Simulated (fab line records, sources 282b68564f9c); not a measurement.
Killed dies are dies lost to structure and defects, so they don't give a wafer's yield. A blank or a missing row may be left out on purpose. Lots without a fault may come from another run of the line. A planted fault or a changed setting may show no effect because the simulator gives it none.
Which tool did it? | flow rit_cmos | 13 lots, 39 wafers sampled, at 2 steps of a route of 202

WHAT THE GAUGES READ, wafer by wafer
The record holds no reading of a measuring or inspecting step that can be judged against a usual standard deviation.

WHICH TOOL RAN EACH LOT (tool, then ch and the chambers of the sampled wafers, then the start)
lot  | RIT_REOX_CLEAN_02              | RIT_M1_PROBE_99
L434 | wet_bench-01 ch 0, day 3 06:53 | prober-02, day 4 03:40
L435 | wet_bench-02 ch 1, day 3 11:45 | prober-02, day 4 10:00
L436 | wet_bench-01 ch 2, day 3 23:25 | prober-02, day 5 05:58
L439 | wet_bench-04 ch 0, day 4 15:46 | prober-02, day 6 08:25
L440 | wet_bench-01 ch 1, day 4 15:50 | prober-01, day 5 16:46
L443 | wet_bench-04 ch 1, day 4 22:34 | prober-02, day 6 08:34
L442 | wet_bench-01 ch 0, day 4 22:36 | prober-01, day 6 08:16
L445 | wet_bench-04 ch 0, day 5 17:58 | prober-02, day 6 17:26
L446 | wet_bench-02 ch 0, day 6 05:05 | prober-01, day 7 01:40
L447 | wet_bench-04 ch 3, day 6 05:13 | prober-01, day 7 04:40
L449 | wet_bench-01 ch 0, day 6 10:25 | prober-02, day 7 06:46
L450 | wet_bench-01 ch 2, day 6 14:22 | prober-01, day 7 10:47
L454 | wet_bench-02 ch 0, day 7 02:52 | prober-01, day 7 23:29
- RIT_REOX_CLEAN_02: cleans in SC2, time 600 s.
- RIT_M1_PROBE_99

WHAT THE TOOLS THEMSELVES READ (means of the sampled wafers that have a number; where no wafer has one, the mark that the record gives instead)
RIT_REOX_CLEAN_02.
lot  | tool         | run_length_s (s)
L434 | wet_bench-01 | 626
L435 | wet_bench-02 | 634
L436 | wet_bench-01 | 624
L439 | wet_bench-04 | 634
L440 | wet_bench-01 | 635
L443 | wet_bench-04 | 633
L442 | wet_bench-01 | 626
L445 | wet_bench-04 | 635
L446 | wet_bench-02 | 625
L447 | wet_bench-04 | 521
L449 | wet_bench-01 | 627
L450 | wet_bench-01 | 625
L454 | wet_bench-02 | 632

RIT_M1_PROBE_99.
lot  | tool      | killed_at_front_end | killed_dies | killed_on_rim | killed_open | killed_short
L434 | prober-02 | 5                   | 5           | 1.3           | 1.0         | 3.7
L435 | prober-02 | 7                   | 7           | 2.3           | 3.3         | 3.7
L436 | prober-02 | 7                   | 7           | 1.7           | 3.7         | 3.3
L439 | prober-02 | 5                   | 5           | 2.0           | 1.3         | 4.0
L440 | prober-01 | 6                   | 6           | 1.3           | 3.0         | 3.0
L443 | prober-02 | 10                  | 10          | 3.3           | 4.0         | 6.3
L442 | prober-01 | 7                   | 7           | 1.3           | 3.3         | 3.3
L445 | prober-02 | 7                   | 7           | 2.0           | 4.3         | 2.3
L446 | prober-01 | 4                   | 4           | 1.3           | 2.3         | 2.0
L447 | prober-01 | 8                   | 8           | 2.0           | 3.7         | 4.3
L449 | prober-02 | 4                   | 4           | 1.0           | 1.7         | 2.7
L450 | prober-01 | 8                   | 8           | 3.7           | 5.0         | 3.3
L454 | prober-01 | 5                   | 5           | 1.0           | 2.7         | 2.0

THE ANSWER, worked out from the rows above alone
Rule: what is usual is taken from the lots themselves. Put in order of their means at a reading, lots are off if they are a third of the lots or fewer, leave a main group of 4 or more, and stand apart from it by a gap of 3 or more times the standard deviation of the main group's means; of several such gaps the widest counts. A main group whose means are all the same, to the digits that the tables above print for the reading, isn't used. A lot without any number at a reading at which 4 lots or more have one is off too. The other lots that the step has rows for count as sound. The gauges are gone through in route order, then the tools' own readings, and for those a lot's mean is taken as printed above. The first step at which some lot is off is used, and at that step the reading that is off furthest; a lot without a number counts as furthest.
Off: L447, at RIT_REOX_CLEAN_02 (run_length_s). The main group: mean 630 s, standard deviation 4.3.
A tool fits if, at that step or a process step before it, it ran every lot that is off, and no sound lot after the first of them. One fits: wet_bench-04 at RIT_REOX_CLEAN_02. Its last sound lot is L445 (day 5 17:58), its first lot that is off L447 (day 6 05:13): a fault that began between those two fits.
The tool's own readings at RIT_REOX_CLEAN_02 bear it out: on the lots that are off they differ by more than 5 times the standard deviation of the sound lots' means. run_length_s reads 521 s there against 630 s on the sound lots.

WHAT THE SIMULATOR HAD PUT IN
Process parameter drift: wet_bench-04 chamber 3, from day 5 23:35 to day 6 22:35, at RIT_REOX_CLEAN_02. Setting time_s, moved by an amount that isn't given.
Lots struck among those shown: L447. The rule above found the same.
